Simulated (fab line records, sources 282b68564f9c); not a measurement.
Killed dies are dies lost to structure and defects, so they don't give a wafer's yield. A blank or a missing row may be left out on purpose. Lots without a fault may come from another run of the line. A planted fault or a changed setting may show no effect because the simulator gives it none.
fab line records | flow rit_cmos
record lots=14 wafers=42 last_day=7
route steps=202 shown CONTACT@171 M1@198
lots that met no fault: from a run of the same line without faults
start_h: hours from the record's first day to the start of the lot's first wafer shown | wait_h: hours since the lot's step before | " the same as in the row above | L1.1+2: a row that stands for several wafers | - no value, or no start given | * or withheld: withheld | < > ~ a bound
route shown NAME@n: a module of which the file shows steps, and the number in the route of the first | usual: mean/standard deviation of fault-free wafers | same: alike in all rows | chamber/n: place in a boat | sites: the reading at each site | _std_site: their standard deviation | _edge_site: outer sites' mean less inner sites' | radius_mm: how far each site lies from the wafer's centre | mask NAME#n: copy n | behind: the tool/chamber that last shaped the wafer | hold: why the lot was held/for how many hours/how that ended | device: the transistor (n, p or np) that didn't switch | end of line: the same wafers' tests at the end of the route | a step without rows: its recipe alone | killed: dies lost to structure and defects at the first sort, not the wafer's yield | map: a wafer's dies, x killed, . not, _ none there
set.NAME: the setting as run; set.NAME@STEP: as run at that earlier step | model.NAME: the simulator's own value behind a step, which no gauge read
steps of the route over a sample of lots; a table a step, a row a wafer
services: from which hour (start_h, from the record's first day; less than 0 if before it) a tool's chamber was out of use, for how many hours, and why
## steps
# step RIT_CONTACT_COAT_03
# recipe resist=NOVOLAK spin_rpm=3250 resist_thk_nm=1000
# usual chill_plate_temp_C=23.00/0.1 dispense_pressure_kPa=49.2/2.5
# columns lot.wafer tool chamber start_h wait_h chill_plate_temp_C dispense_pressure_kPa
L573.2 litho_track-02 0 55.57 0.1 22.97 45.9
L573.4 " 0 " " 22.98 46.0
L573.5 " 0 " " 23.01 46.0
L576.1 litho_track-04 0 70.29 0.1 23.10 48.4
L576.5 " 0 " " 22.79 48.3
L576.6 " 0 " " 23.09 48.4
L577.1 litho_track-03 0 75.13 0.1 22.92 51.8
L577.2 " 0 " " 22.91 51.8
L577.5 " 0 " " 23.06 51.8
L578.1 litho_track-03 0 81.46 0.1 23.08 51.7
L578.2 " 0 " " 23.09 51.8
L578.3 " 0 " " 23.04 51.8
L579.4 litho_track-02 0 86.65 0.1 23.11 46.0
L579.5 " 0 " " 22.90 46.0
L579.6 " 0 " " 23.04 46.0
L583.4 litho_track-04 - 108.12 0.1 - -
L583.5 " - " " - -
L583.6 " - " " - -
L584.2 litho_track-03 - 113.56 0.1 - -
L584.4 " - " " - -
L584.6 " - " " - -
L586.1 litho_track-03 0 126.74 0.1 23.15 51.8
L586.2 " 0 " " 22.98 51.8
L586.5 " 0 " " 22.97 51.8
L588.1 litho_track-04 0 140.70 0.1 22.99 48.3
L588.3 " 0 " " 23.07 48.4
L588.4 " 0 " " 22.98 48.4
L589.3 litho_track-03 0 141.95 0.1 22.89 51.7
L589.4 " 0 " " 22.97 51.7
L589.5 " 0 " " 22.97 51.7
L590.1 litho_track-02 0 152.41 0.1 22.83 46.0
L590.2 " 0 " " 22.87 46.0
L590.5 " 0 " " 22.80 46.0
L591.1 litho_track-03 0 156.39 0.1 23.13 51.7
L591.3 " 0 " " 23.02 51.8
L591.5 " 0 " " 22.94 51.7
L593.1 litho_track-04 0 163.16 0.1 23.20 48.3
L593.2 " 0 " " 23.06 48.3
L593.4 " 0 " " 23.06 48.4
L595.3 litho_track-03 0 171.86 0.1 22.78 51.8
L595.4 " 0 " " 23.02 51.7
L595.5 " 0 " " 23.11 51.8
# step RIT_CONTACT_CD_MEAS_08
# recipe target_cd_nm=1000
# usual cd_nm=1000.1/2.6
# columns lot.wafer tool chamber start_h wait_h cd_nm
L573.2 cd_sem-02 - 56.38 - 999.2
L573.4 " - " " 999.0
L573.5 " - " " 998.8
L576.1 cd_sem-02 - 71.11 - 1003.0
L576.5 " - " " 1000.9
L576.6 " - " " 1000.4
L577.1 cd_sem-02 - 75.94 - 999.5
L577.2 " - " " 997.9
L577.5 " - " " 998.7
L578.1 cd_sem-02 - 82.40 - 1004.1
L578.2 " - " " 1003.8
L578.3 " - " " 1002.0
L579.4 cd_sem-02 - 87.45 - 1002.6
L579.5 " - " " 999.9
L579.6 " - " " 1002.7
L583.4 cd_sem-01 - 108.92 - -
L583.5 " - " " -
L583.6 " - " " -
L584.2 cd_sem-01 - 114.37 - -
L584.4 " - " " -
L584.6 " - " " -
L586.1 cd_sem-01 - 127.68 - 1000.3
L586.2 " - " " 1001.9
L586.5 " - " " 998.9
L588.1 cd_sem-01 - 141.51 - 1002.8
L588.3 " - " " 1000.3
L588.4 " - " " 1003.4
L589.3 cd_sem-02 - 142.76 - 993.6
L589.4 " - " " 992.7
L589.5 " - " " 993.3
L590.1 cd_sem-01 - 153.36 - 1000.8
L590.2 " - " " 1000.5
L590.5 " - " " 999.3
L591.1 cd_sem-02 - 157.33 - 1000.2
L591.3 " - " " 1000.6
L591.5 " - " " 999.1
L593.1 cd_sem-02 - 163.97 - 1000.6
L593.2 " - " " 1002.7
L593.4 " - " " 999.6
L595.3 cd_sem-02 - 172.67 - 1002.3
L595.4 " - " " 1002.6
L595.5 " - " " 1002.8
# step RIT_CONTACT_STRIP_12
# recipe chemistry=O2 time_s=180 resist=NOVOLAK platen_temp_c=withheld power_w=500 pressure_mtorr=4000 o2_flow_sccm=4000
# usual drypump_motor_current_A=5.6/0.34 rf_refl_power_W=6.8/1.7
# columns lot.wafer tool chamber start_h wait_h drypump_motor_current_A rf_hours_counter_h rf_refl_power_W
L573.2 plasma_asher-03 1 56.86 0.1 5.8 27 8.0
L573.4 " 0 " " 6.2 - 4.1
L573.5 " 1 " " 5.8 - 8.1
L576.1 plasma_asher-02 1 71.64 0.1 5.1 44 7.5
L576.5 " 1 " " 5.1 - 7.6
L576.6 " 0 " " 5.5 - 9.0
L577.1 plasma_asher-03 1 76.44 0.1 5.8 30 8.2
L577.2 " 0 " " 6.2 30 4.0
L577.5 " 1 " " 5.7 - 8.1
L578.1 plasma_asher-01 0 82.90 0.1 5.5 42 6.7
L578.2 " 1 " " 5.5 42 4.8
L578.3 " 1 " " 5.5 - 4.7
L579.4 plasma_asher-03 1 88.14 0.2 5.7 - 8.2
L579.5 " 0 " " 6.2 - 4.7
L579.6 " 1 " " 5.7 - 8.1
L583.4 plasma_asher-03 1 109.42 0.1 5.8 - 8.0
L583.5 " 0 " " 6.1 - 4.0
L583.6 " 1 " " 5.8 - 8.3
L584.2 plasma_asher-02 1 114.85 0.1 5.1 48 7.5
L584.4 " 1 " " 5.1 - 7.8
L584.6 " 0 " " 5.5 - 8.5
L586.1 plasma_asher-01 1 128.18 0.1 5.5 1 4.6
L586.2 " 0 " " 5.5 1 6.8
L586.5 " 0 " " 5.5 - 6.9
L588.1 plasma_asher-03 1 142.02 0.1 5.7 36 8.0
L588.3 " 0 " " 6.2 - 3.9
L588.4 " 1 " " 5.7 - 7.9
L589.3 plasma_asher-02 1 143.28 0.2 5.1 - 7.7
L589.4 " 0 " " 5.5 - 8.7
L589.5 " 0 " " 5.5 - 8.9
L590.1 plasma_asher-02 1 153.86 0.1 5.1 52 7.6
L590.2 " 0 " " 5.5 52 9.1
L590.5 " 0 " " 5.5 - 8.5
L591.1 plasma_asher-01 0 157.83 0.1 5.5 4 7.1
L591.3 " 1 " " 5.5 - 4.7
L591.5 " 1 " " 5.5 - 4.6
L593.1 plasma_asher-01 0 164.48 0.1 5.4 5 6.9
L593.2 " 1 " " 5.4 5 4.5
L593.4 " 1 " " 5.4 - 4.8
L595.3 plasma_asher-02 1 173.19 0.2 5.1 - 7.5
L595.4 " 0 " " 5.5 - 9.0
L595.5 " 0 " " 5.5 - 8.8
# step RIT_M1_STRIP_14
# recipe chemistry=O2 time_s=180 platen_temp_c=withheld power_w=500 pressure_mtorr=4000 o2_flow_sccm=4000
# usual drypump_motor_current_A=5.5/0.37 rf_refl_power_W=6.5/1.6
# columns lot.wafer tool chamber start_h wait_h drypump_motor_current_A rf_hours_counter_h rf_refl_power_W
L573.2 plasma_asher-04 0 59.62 0.0 5.0 42 7.9
L573.4 " 1 " " 4.9 - 9.0
L573.5 " 1 " " 4.9 - 8.2
L576.1 plasma_asher-03 0 74.49 0.0 6.2 29 4.2
L576.5 " 1 " " 5.8 - 7.7
L576.6 " 0 " " 6.2 - 4.0
L577.1 plasma_asher-04 0 79.39 0.0 5.0 44 7.7
L577.2 " 1 " " 5.0 44 9.0
L577.5 " 0 " " 5.1 - 7.5
L578.1 plasma_asher-04 1 85.65 0.0 4.9 44 8.8
L578.2 " 0 " " 5.1 44 7.5
L578.3 " 0 " " 5.0 - 7.9
L579.4 plasma_asher-03 0 90.88 0.1 6.2 - 4.2
L579.5 " 1 " " 5.7 - 8.0
L579.6 " 0 " " 6.2 - 4.2
L586.1 plasma_asher-04 0 130.92 0.0 5.1 49 7.7
L586.2 " 1 " " 4.9 49 8.6
L586.5 " 0 " " 5.1 - 7.8
L588.1 plasma_asher-01 0 144.79 0.0 5.5 3 6.8
L588.3 " 0 " " 5.5 - 7.0
L588.4 " 1 " " 5.5 - 4.7
L589.3 plasma_asher-01 1 146.12 0.1 5.5 - 4.5
L589.4 " 0 " " 5.5 - 6.7
L589.5 " 1 " " 5.4 - 4.6
L590.1 plasma_asher-03 1 156.72 0.0 5.8 38 8.2
L590.2 " 0 " " 6.2 38 4.0
L590.5 " 1 " " 5.8 - 8.3
L591.1 plasma_asher-01 1 160.90 0.0 5.5 5 4.7
L591.3 " 1 " " 5.5 - 4.7
L591.5 " 1 " " 5.5 - 4.9
L593.1 plasma_asher-01 0 167.30 0.0 5.5 5 7.1
L593.2 " 1 " " 5.5 5 4.7
L593.4 " 1 " " 5.5 - 4.6
L595.3 plasma_asher-01 0 175.93 0.1 5.5 - 6.6
L595.4 " 1 " " 5.5 - 4.5
L595.5 " 0 " " 5.5 - 6.7
# step RIT_M1_BOW_MEAS_16
# recipe mode=bow
# usual M1_BOW=17/7.5
# columns lot.wafer tool chamber start_h wait_h M1_BOW[um]
L573.2 film_metro-02 - 61.43 0.0 26
L573.4 " - " " 32
L573.5 " - " " 19
L576.1 film_metro-01 - 76.37 0.0 25
L576.5 " - " " 20
L576.6 " - " " 31
L577.1 film_metro-04 - 81.19 0.0 21
L577.2 " - " " 20
L577.5 " - " " 10
L578.1 film_metro-02 - 88.55 0.0 22
L578.2 " - " " 25
L578.3 " - " " 14
L579.4 film_metro-02 - 93.74 0.1 19
L579.5 " - " " 9
L579.6 " - " " 28
L586.1 film_metro-04 - 135.39 0.0 10
L586.2 " - " " 16
L586.5 " - " " 23
L588.1 film_metro-04 - 148.85 0.0 11
L588.3 " - " " 22
L588.4 " - " " 12
L589.3 film_metro-01 - 148.92 0.1 35
L589.4 " - " " 23
L589.5 " - " " 35
L590.1 film_metro-04 - 159.05 0.0 8
L590.2 " - " " 9
L590.5 " - " " 22
L591.1 film_metro-04 - 163.55 0.0 14
L591.3 " - " " 36
L591.5 " - " " 32
L593.1 film_metro-04 - 169.87 0.0 27
L593.2 " - " " 7
L593.4 " - " " 18
L595.3 film_metro-01 - 178.94 0.0 24
L595.4 " - " " 18
L595.5 " - " " 22
## services
# columns tool chamber start_h hours kind
plasma_asher-01 - 87.05 0.5 repair
plasma_asher-01 - 108.75 9.0 pm
plasma_asher-01 0 108.75 9.0 vent_cycle
plasma_asher-01 1 108.75 9.0 vent_cycle
plasma_asher-01 0 117.75 - clean
plasma_asher-01 1 117.75 - clean
plasma_asher-02 - 119.68 1.4 repair
plasma_asher-02 - 162.83 0.7 repair
## key
first_sign step=RIT_CONTACT_COAT_03 reading=tool_record direction=missing
effect step=RIT_CONTACT_CD_MEAS_08 reading=cd_nm direction=missing
met_at RIT_CONTACT_COAT_03
struck_lots L583,L584
later_rows_left_out L583.4,L583.5,L583.6,L584.2,L584.4,L584.6
sort_left_out L583.4,L583.5,L583.6,L584.2,L584.4,L584.6
tester_left_out L583,L584
not_acting_at RIT_CONTACT_STRIP_12,RIT_M1_STRIP_14,RIT_M1_BOW_MEAS_16
onset_between 81.46 108.12
fault kind=skipped_step_whole tool=litho_track-03,litho_track-04 chamber=- onset_h=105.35 steps=RIT_CONTACT_COAT_03 scope=struck_lots_only
# tester_left_out: of these lots the tester's yield and bins aren't shown, on N5 and GAA mostly nor the transistor test; their killed dies are dies lost to structure and defects alone, not to doping, threshold or leakage, so they don't give the yield
# sort_left_out: the simulated sort isn't trusted on such a fault, so these wafers' sort isn't shown, and their yield isn't known
# later_rows_left_out: the simulator's readings of these wafers behind a module that went badly wrong aren't trusted and aren't shown, but for the sort
